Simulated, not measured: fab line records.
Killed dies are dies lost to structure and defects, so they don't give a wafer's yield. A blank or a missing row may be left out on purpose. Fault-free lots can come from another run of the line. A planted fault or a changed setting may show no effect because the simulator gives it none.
A lot that was struck, set against a sound lot | flow berkeleyCmos170 | 14 steps out of a route of 331
Sound: these wafers, L294.3, L294.4, L294.5. Struck: wafers L291.1, L291.4, L291.5. At the end, the cause is stated.
Order at every step that has rows: each side's tool, ch and its chambers, its first start. Under that, the readings that differ: sound wafers | struck wafers | difference of the means | sigmas: that difference in standard deviations of wafers without a fault.
alike: words and numbers the same on both sides, and readings whose means are apart by under 2 such deviations; not compared: readings that were withheld, readings missing a value for some wafer, numbers with overlapping values and no deviation given by the record, and bounds like >300 which may hide the same value.
Wherever a step has rows on one side only, a row that says differs or no value, or a row with sigmas, the two part there. When numbers do not overlap yet have no deviation, they are printed without sigmas and do not part them. Lack of a reading on every wafer of one side parts them only where that side has two or more wafers.

first, 1 step without rows for these wafers: UCB170_M2_PRE_CLEAN_00 (preclean etch time 60 s).
UCB170_M2_SPUTTER_01: material Al, target thk 900 nm, time 120 s.
  struck on pvdSputter-01, day 11 19:03; sound on pvdSputter-04, day 12 10:35
reading              | sound          | struck         | difference | sigmas
throttleValvePct (%) | 29.9 30.1 30.0 | 27.0 29.3 27.1 | -2.2       | -2
UCB170_M2_RS_MEAS_02: a four-point-probe measurement.
  struck on filmMetro-03, day 11 19:08; sound on filmMetro-03, day 12 10:42
  alike: M2_AL_RS
UCB170_M2_THK_MEAS_03: measures by xrf.
  struck on filmMetro-03, day 11 19:16; sound on filmMetro-03, day 12 10:48
  alike: M2_AL_THK
then, 3 steps without rows for these wafers: UCB170_M2_HMDS_04 (prime time 60 s); UCB170_M2_COAT_05 (resist thk 900 nm); UCB170_M2_SOFTBAKE_06 (time 60 s).
UCB170_M2_STRIP_07: strips in O2.
  sound on plasmaAsher-04 ch 0,1, day 12 11:19; struck on plasmaAsher-01 ch 0,1, day 11 20:04
  alike: drypumpMotorCurrentA, oesProductAu, stripTimeToEndpointS
  not compared: rfHoursCounterH
then, 4 steps without rows for these wafers: UCB170_M2_STRIP_08 (strips KrF in DMSO, time 600 s); UCB170_M2_COAT_09; UCB170_M2_COAT_10 (resist thk 900 nm); UCB170_M2_SOFTBAKE_11 (time 60 s).
UCB170_M2_EXPOSE_12: exposes mask METAL2, target cd 700 nm.
  struck on krfScanner-01, day 11 21:22; sound on krfScanner-02 ch 0, day 12 12:22
  no value came back on the struck wafers for exposureDoseMJCm2, focusOffsetNm (nm); on the sound wafers exposureDoseMJCm2 reads 26.14 26.12 26.16
  alike: mask
then, 1 step without rows for these wafers: UCB170_M2_PEB_13.

## WHERE THEY PART
At UCB170_M2_SPUTTER_01 first; at UCB170_M2_EXPOSE_12 last (within this record only).

WHY: the cause the simulator had injected
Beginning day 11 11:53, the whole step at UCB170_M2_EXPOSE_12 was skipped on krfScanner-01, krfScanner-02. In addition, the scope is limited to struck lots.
